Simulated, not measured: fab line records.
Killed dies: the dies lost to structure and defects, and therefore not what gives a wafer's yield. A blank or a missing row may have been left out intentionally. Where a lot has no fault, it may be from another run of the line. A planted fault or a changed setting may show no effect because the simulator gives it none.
Commonality check across tools || flow berkeley-cmos170 || Sampled: 14 lots, 42 wafers

## WHAT PROMPTED THE OPENING
At UCB170_M3_CD_MEAS_90 the reading cd-nm is flagged on 2 of 14 lots. No-fault wafers: 700.4 nm, standard deviation 2.6.
Rule: flag the lot when none of its wafers has a number, or when each of its wafers that has one lies beyond 4 standard deviations from that mean. All remaining lots are regarded as sound.

{"lot": "L540", "measured": "day 8 05:49", "on": "cd-sem-01", "cd-nm (nm), wafer by wafer": "702.5 700.4 703.4", "flag": ""}
{"lot": "L539", "measured": "day 8 08:10", "on": "cd-sem-02", "cd-nm (nm), wafer by wafer": "701.4 701.9 704.0", "flag": ""}
{"lot": "L542", "measured": "day 8 08:13", "on": "cd-sem-01", "cd-nm (nm), wafer by wafer": "701.0 701.3 697.9", "flag": ""}
{"lot": "L541", "measured": "day 8 08:30", "on": "cd-sem-01", "cd-nm (nm), wafer by wafer": "696.9 699.6 701.2", "flag": ""}
{"lot": "L549", "measured": "day 10 01:32", "on": "cd-sem-02", "cd-nm (nm), wafer by wafer": "674.9 675.7 673.3", "flag": "FLAGGED"}
{"lot": "L550", "measured": "day 10 02:13", "on": "cd-sem-02", "cd-nm (nm), wafer by wafer": "675.3 673.4 673.7", "flag": "FLAGGED"}
{"lot": "L552", "measured": "day 10 09:01", "on": "cd-sem-02", "cd-nm (nm), wafer by wafer": "701.8 701.7 698.2", "flag": ""}
{"lot": "L553", "measured": "day 10 13:25", "on": "cd-sem-02", "cd-nm (nm), wafer by wafer": "704.1 702.6 702.1", "flag": ""}
{"lot": "L554", "measured": "day 10 22:54", "on": "cd-sem-01", "cd-nm (nm), wafer by wafer": "699.5 699.1 701.3", "flag": ""}
{"lot": "L555", "measured": "day 11 03:23", "on": "cd-sem-01", "cd-nm (nm), wafer by wafer": "699.3 697.5 697.4", "flag": ""}
{"lot": "L557", "measured": "day 11 13:59", "on": "cd-sem-01", "cd-nm (nm), wafer by wafer": "702.3 702.5 701.7", "flag": ""}
{"lot": "L559", "measured": "day 11 18:06", "on": "cd-sem-02", "cd-nm (nm), wafer by wafer": "700.9 699.6 703.2", "flag": ""}
{"lot": "L560", "measured": "day 11 20:50", "on": "cd-sem-01", "cd-nm (nm), wafer by wafer": "702.5 701.5 699.6", "flag": ""}
{"lot": "L562", "measured": "day 13 04:29", "on": "cd-sem-02", "cd-nm (nm), wafer by wafer": "699.5 699.0 699.0", "flag": ""}
The mean of the flagged lots' numbers is 674.4 nm, -26.0 nm from the usual (-10 standard deviations).

## LOT BY LOT: THE TOOL USED
Before the reading, the record contains 2 process steps out of a 331-step route. Every cell lists first the tool, next ch and the chambers used by the sampled wafers, and last the start.
{"lot": "L540", "flag": "", "UCB170_M3_METAL_ETCH_18": "rie-metal-04 ch 0,1, day 8 05:31", "UCB170_M3_STRIP_19": "plasma-asher-01 ch 0,1, day 8 05:43"}
{"lot": "L539", "flag": "", "UCB170_M3_METAL_ETCH_18": "rie-metal-02 ch 0,1, day 8 07:51", "UCB170_M3_STRIP_19": "plasma-asher-01 ch 0,1, day 8 08:02"}
{"lot": "L542", "flag": "", "UCB170_M3_METAL_ETCH_18": "rie-metal-04 ch 0,1, day 8 07:55", "UCB170_M3_STRIP_19": "plasma-asher-04 ch 0,1, day 8 08:06"}
{"lot": "L541", "flag": "", "UCB170_M3_METAL_ETCH_18": "rie-metal-01 ch 0,1, day 8 08:08", "UCB170_M3_STRIP_19": "plasma-asher-01 ch 0,1, day 8 08:19"}
{"lot": "L549", "flag": "FLAGGED", "UCB170_M3_METAL_ETCH_18": "rie-metal-01 ch 0,1, day 10 01:15", "UCB170_M3_STRIP_19": "plasma-asher-01 ch 1, day 10 01:26"}
{"lot": "L550", "flag": "FLAGGED", "UCB170_M3_METAL_ETCH_18": "rie-metal-01 ch 0,1, day 10 01:54", "UCB170_M3_STRIP_19": "plasma-asher-02 ch 0,1, day 10 02:05"}
{"lot": "L552", "flag": "", "UCB170_M3_METAL_ETCH_18": "rie-metal-02 ch 0,1, day 10 08:44", "UCB170_M3_STRIP_19": "plasma-asher-02 ch 0,1, day 10 08:54"}
{"lot": "L553", "flag": "", "UCB170_M3_METAL_ETCH_18": "rie-metal-04 ch 0,1, day 10 13:08", "UCB170_M3_STRIP_19": "plasma-asher-04 ch 0,1, day 10 13:18"}
{"lot": "L554", "flag": "", "UCB170_M3_METAL_ETCH_18": "rie-metal-02 ch 0,1, day 10 22:31", "UCB170_M3_STRIP_19": "plasma-asher-04 ch 0,1, day 10 22:42"}
{"lot": "L555", "flag": "", "UCB170_M3_METAL_ETCH_18": "rie-metal-04 ch 0,1, day 11 03:05", "UCB170_M3_STRIP_19": "plasma-asher-04 ch 0,1, day 11 03:16"}
{"lot": "L557", "flag": "", "UCB170_M3_METAL_ETCH_18": "rie-metal-04 ch 1, day 11 13:32", "UCB170_M3_STRIP_19": "plasma-asher-02 ch 0,1, day 11 13:51"}
{"lot": "L559", "flag": "", "UCB170_M3_METAL_ETCH_18": "rie-metal-02 ch 1, day 11 17:47", "UCB170_M3_STRIP_19": "plasma-asher-01 ch 0,1, day 11 17:59"}
{"lot": "L560", "flag": "", "UCB170_M3_METAL_ETCH_18": "rie-metal-04 ch 0,1, day 11 20:32", "UCB170_M3_STRIP_19": "plasma-asher-02 ch 0,1, day 11 20:43"}
{"lot": "L562", "flag": "", "UCB170_M3_METAL_ETCH_18": "rie-metal-02 ch 0,1, day 13 04:13", "UCB170_M3_STRIP_19": "plasma-asher-01 ch 0,1, day 13 04:23"}
What these steps do:
- UCB170_M3_METAL_ETCH_18: etches Al in Cl2/BCl3, stops on SiO2, target depth 1170 nm, time 195 s.
- UCB170_M3_STRIP_19: strips in O2.
- UCB170_M3_CD_MEAS_90: target cd 700 nm.

## FLAGGED OVER TOTAL, TOOL BY TOOL (the gauges that took the reading come last)
{"step": "UCB170_M3_METAL_ETCH_18", "tool": "rie-metal-01", "lots run": 3, "flagged": 2, "share of the flagged lots": "all", "sound lots run after its first flagged lot": 0}
{"step": "UCB170_M3_METAL_ETCH_18", "tool": "rie-metal-02", "lots run": 5, "flagged": 0, "share of the flagged lots": "none", "sound lots run after its first flagged lot": "-"}
{"step": "UCB170_M3_METAL_ETCH_18", "tool": "rie-metal-04", "lots run": 6, "flagged": 0, "share of the flagged lots": "none", "sound lots run after its first flagged lot": "-"}
{"step": "UCB170_M3_STRIP_19", "tool": "plasma-asher-01", "lots run": 6, "flagged": 1, "share of the flagged lots": "some", "sound lots run after its first flagged lot": "2 (L559,L562)"}
{"step": "UCB170_M3_STRIP_19", "tool": "plasma-asher-02", "lots run": 4, "flagged": 1, "share of the flagged lots": "some", "sound lots run after its first flagged lot": "3 (L552,L557,L560)"}
{"step": "UCB170_M3_STRIP_19", "tool": "plasma-asher-04", "lots run": 4, "flagged": 0, "share of the flagged lots": "none", "sound lots run after its first flagged lot": "-"}
{"step": "UCB170_M3_CD_MEAS_90", "tool": "cd-sem-01", "lots run": 7, "flagged": 0, "share of the flagged lots": "none", "sound lots run after its first flagged lot": "-"}
{"step": "UCB170_M3_CD_MEAS_90", "tool": "cd-sem-02", "lots run": 7, "flagged": 2, "share of the flagged lots": "all", "sound lots run after its first flagged lot": "4 (L552,L553,L559,L562)"}

## THE TABLE: WHAT IT ALLOWS
2 rows of the table ran every flagged lot: rie-metal-01 at UCB170_M3_METAL_ETCH_18, cd-sem-02 at UCB170_M3_CD_MEAS_90.
- rie-metal-01 at UCB170_M3_METAL_ETCH_18: 2 of its 3 lots flagged. Its last sound lot is L541 (day 8 08:08), its first flagged lot L549 (day 10 01:15): a fault that began between those two fits.
- cd-sem-02 at UCB170_M3_CD_MEAS_90: 2 of its 7 lots flagged. Lots that were sound ran on it after the first flagged one (L552, L553, L559, L562); a persistent fault on the entire tool would not allow that.
rie-metal-01 at UCB170_M3_METAL_ETCH_18 is the single tool remaining.

## WHAT THE SIMULATOR HAD INSERTED
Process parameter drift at UCB170_M3_METAL_ETCH_18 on rie-metal-01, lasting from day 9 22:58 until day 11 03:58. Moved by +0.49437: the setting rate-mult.
Lots struck among those shown: L549, L550. This agrees with what the rule above found.
